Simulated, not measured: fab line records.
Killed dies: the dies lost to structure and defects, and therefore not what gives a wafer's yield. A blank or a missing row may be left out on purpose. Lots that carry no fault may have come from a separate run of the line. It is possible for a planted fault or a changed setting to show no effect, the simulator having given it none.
Problem report, 8D (eight disciplines) form, completed by code ; flow berkeleyCmos170 ; the parts of the form that need people (team, actions taken, sign-off) are left out

== 1. THE PROBLEM ==
cdNm at UCB170_M3_CD_MEAS_90 reads a mean of 683.6 nm on 6 wafers of 2 lots; wafers without a fault read 699.2 nm with a standard deviation of 2.1. That puts it -7.4 standard deviations away from the usual mean.
The step: target cd 700 nm.
Earliest sighting: wafer L991.3 on cdSem-01 at day 10 14:53. The record has a number at this step for 42 wafers belonging to 14 lots. By rule, "out" or "out of limits" means more than 4 standard deviations away from the usual mean. Any other wafer with a number is counted as sound.

== 2. WHAT IT IS, WHAT IT ISN'T ==
question;is;is not
which readings at this step;cdNm;-
which lots;L991, L994;L100, L977, L978, L980, L982, L983, L984, L985, L988, L989, L998, L999
which wafers of those lots;all that have a number;-
read on which gauges;cdSem-01, cdSem-02;-
when;from day 10 14:53;"up to then (27 sound wafers); but 9 sound wafers of L100, L998, L999 came after"

== 3. SUSPECTS, AND WHAT RULES EACH OUT ==
Counting: a tool at a process step up to the reading stays a suspect if it ran every lot that is out and no sound lot after the first of them.
- the gauge at UCB170_M3_CD_MEAS_90 is ruled out. 2 gauges (cdSem-01, cdSem-02) read the wafers that are out.
- rtpAnneal-02 at UCB170_SDANNEAL_RTA_00 (time 10 s): ruled out as a lasting fault. Sound lots L100 ran on it after its first lot that is out, L991 (day 9 16:38).
- rieMetal-01 at UCB170_M3_METAL_ETCH_18 (etches Al in Cl2/BCl3, stops on SiO2, target depth 1170 nm, time 195 s): kept. It processed each lot that is out, first L991 at day 10 14:38, and no sound lot thereafter; up to then, the last sound lot it processed was L989 at day 9 15:34.
The count leaves rieMetal-01 at UCB170_M3_METAL_ETCH_18.

== 4. THE CAUSE (what the simulator had put in) ==
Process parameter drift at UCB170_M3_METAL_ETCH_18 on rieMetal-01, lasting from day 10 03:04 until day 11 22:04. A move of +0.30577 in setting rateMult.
Counting left only this tool.

== 5. SEQUENCE OF EFFECTS, ordered by route ==
Each row: a reading whose mean over the struck wafers that have a number lies more than 3 standard deviations from the usual. Scope: only readings with a usual standard deviation given in the record; hours: median across lots of the time from each lot's start at the first step in this table that gives one to its start at this step; sigmas: change in usual standard deviations.
hours;step;reading;usual;on struck wafers;change;sigmas
0;UCB170_M3_STRIP_19;oesProductAu;0.545 a.u.;0.333;-0.212;-15
0;UCB170_M3_CD_MEAS_90;cdNm;699.2 nm;683.6;-15.6;-7.4
Its process steps:
- UCB170_M3_STRIP_19: strips in O2.

== 6. HOW IT WOULD HAVE BEEN CAUGHT EARLIER ==
12 hours passed between the start of the fault at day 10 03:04 and the first reading out of limits at a measuring or inspecting step in this record, taken at day 10 14:53.
Tool readings at UCB170_M3_METAL_ETCH_18 with a usual standard deviation given in the record: none out on any struck wafer, hence no alarm at a limit of 4 standard deviations on them.
Among the 2 lots that are out, L994 began UCB170_M3_METAL_ETCH_18 on rieMetal-01 after day 10 14:53. Had the tool been put on hold then, it would have been spared.
